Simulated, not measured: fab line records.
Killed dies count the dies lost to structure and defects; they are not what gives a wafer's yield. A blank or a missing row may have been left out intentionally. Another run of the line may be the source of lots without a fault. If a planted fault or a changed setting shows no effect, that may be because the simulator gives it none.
Commonality check across tools | flow rit-cmos | Sample size 13 lots and 39 wafers

== WHY IT WAS OPENED ==
Of 13 lots, 2 have the reading NLDD_TW flagged at RIT_NLDD_TW_MEAS_10. Fault-free wafers read 2495, with a standard deviation of 16.
Rule: a lot is flagged when every wafer of it that has a number lies more than 4 standard deviations from that mean, or none has a number. The rest of the lots are taken to be sound.

lot  | measured    | on            | NLDD_TW, wafer by wafer | flag
L115 | day 2 17:22 | film-metro-04 | 2506 2496 2525          |
L116 | day 2 23:47 | film-metro-04 | 2508 2521 2503          |
L117 | day 3 04:20 | film-metro-02 | 2511 2508 2512          |
L118 | day 3 09:50 | film-metro-02 | 2517 2504 2519          |
L119 | day 3 14:25 | film-metro-01 | 2495 2488 2483          |
L120 | day 3 18:21 | film-metro-01 | 2473 2470 2468          |
L121 | day 3 23:02 | film-metro-01 | 2473 2475 2479          |
L130 | day 5 21:26 | film-metro-04 | 2298 2307 2294          | FLAGGED
L131 | day 6 02:01 | film-metro-04 | 2312 2298 2311          | FLAGGED
L134 | day 6 16:56 | film-metro-01 | 2482 2491 2478          |
L135 | day 6 22:26 | film-metro-04 | 2505 2519 2520          |
L136 | day 7 02:37 | film-metro-02 | 2495 2500 2501          |
L137 | day 7 07:46 | film-metro-02 | 2498 2516 2509          |
Average over the flagged lots: 2303; offset from the usual -192, equal to -12 standard deviations.

== EACH LOT AND THE TOOL IT RAN ON ==
The record holds 1 process step before the reading, out of a route of 202 steps. Every cell lists first the tool, next ch and the chambers used by the sampled wafers, and last the start.
lot  | flag    | RIT_NLDD_IMPLANT_08
L115 |         | implanter-03 ch 0, day 2 17:04
L116 |         | implanter-04 ch 0, day 2 23:31
L117 |         | implanter-03 ch 0, day 3 04:01
L118 |         | implanter-04 ch 0, day 3 09:32
L119 |         | implanter-03 ch 0, day 3 14:06
L120 |         | implanter-04 ch 0, day 3 18:02
L121 |         | implanter-02 ch 0, day 3 22:42
L130 | FLAGGED | implanter-03 ch 0, day 5 21:08
L131 | FLAGGED | implanter-03 ch 0, day 6 01:43
L134 |         | implanter-04 ch 0, day 6 16:37
L135 |         | implanter-02 ch 0, day 6 22:08
L136 |         | implanter-02 ch 0, day 7 02:19
L137 |         | implanter-02 ch 0, day 7 07:26
What is done by these steps:
- RIT_NLDD_IMPLANT_08
- RIT_NLDD_TW_MEAS_10

== FLAGGED AGAINST TOTAL, ONE TOOL AT A TIME (gauges that did the reading follow at the end) ==
step                | tool          | lots run | flagged | share of the flagged lots | sound lots run after its first flagged lot
RIT_NLDD_IMPLANT_08 | implanter-02  | 4        | 0       | none                      | -
RIT_NLDD_IMPLANT_08 | implanter-03  | 5        | 2       | all                       | 0
RIT_NLDD_IMPLANT_08 | implanter-04  | 4        | 0       | none                      | -
RIT_NLDD_TW_MEAS_10 | film-metro-01 | 4        | 0       | none                      | -
RIT_NLDD_TW_MEAS_10 | film-metro-02 | 4        | 0       | none                      | -
RIT_NLDD_TW_MEAS_10 | film-metro-04 | 5        | 2       | all                       | 1 (L135)

== THE TABLE: WHAT IT ALLOWS ==
2 rows of the table ran every flagged lot: implanter-03 at RIT_NLDD_IMPLANT_08, film-metro-04 at RIT_NLDD_TW_MEAS_10.
- implanter-03 at RIT_NLDD_IMPLANT_08 ran 5 lots, 2 of them flagged. A fault beginning between L119 (day 3 14:06), its last sound lot, and L130 (day 5 21:08), its first flagged one, fits the data.
- film-metro-04 at RIT_NLDD_TW_MEAS_10 ran 5 lots, 2 of them flagged. Lots that were sound ran on it after the first flagged one (L135); a persistent fault on the entire tool would not allow that.
implanter-03 at RIT_NLDD_IMPLANT_08 is the single tool remaining.

== WHAT THE SIMULATOR HAD PUT IN ==
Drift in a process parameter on implanter-03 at RIT_NLDD_IMPLANT_08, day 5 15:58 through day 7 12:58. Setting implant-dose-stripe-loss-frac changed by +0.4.
Shown lots that were struck: L130, L131. The rule above reached the same finding.
